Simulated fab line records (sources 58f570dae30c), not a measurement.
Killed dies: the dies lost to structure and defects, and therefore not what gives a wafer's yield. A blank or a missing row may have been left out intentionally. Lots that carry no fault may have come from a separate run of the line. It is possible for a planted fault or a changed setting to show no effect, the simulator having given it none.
Which tool was responsible?    flow berkeley-cmos170    at 1 step of a route of 331, 7 lots with 21 wafers sampled

WHAT EACH GAUGE READ, for each wafer
UCB170_V1_BOW_MEAS_03.
lot   measured      on             V1_BOW (um)
L999  day 9 00:30   film-metro-03  18 19 36
L998  day 9 01:53   film-metro-01  29 18 9
L104  day 10 03:28  film-metro-03  21 8 12
L106  day 10 15:23  film-metro-03  17 13 20
L108  day 10 19:28  film-metro-03  5 4 8
L111  day 11 02:46  film-metro-04  16 18 24
L115  day 11 19:13  film-metro-01  19 10 11

WHICH TOOL RAN EACH LOT (tool, then ch and the chambers of the sampled wafers, then the start)
Record: no process step prior to these readings.

THE ANSWER, worked out from the rows above alone
Rule: what is usual is taken from the lots themselves. Put in order of their means at a reading, lots are off if they are a third of the lots or fewer, leave a main group of 4 or more, and stand apart from it by a gap of 3 or more times the standard deviation of the main group's means; of several such gaps the widest counts. If all means in a main group match to the digits the tables above print for the reading, that group is not used. Also off: a lot with no number at a reading for which 4 or more lots have one. Any other lot the step has rows for is counted as sound.
None of the lots is off at any reading shown; this tells nothing.

WHAT HAD BEEN PUT IN BY THE SIMULATOR
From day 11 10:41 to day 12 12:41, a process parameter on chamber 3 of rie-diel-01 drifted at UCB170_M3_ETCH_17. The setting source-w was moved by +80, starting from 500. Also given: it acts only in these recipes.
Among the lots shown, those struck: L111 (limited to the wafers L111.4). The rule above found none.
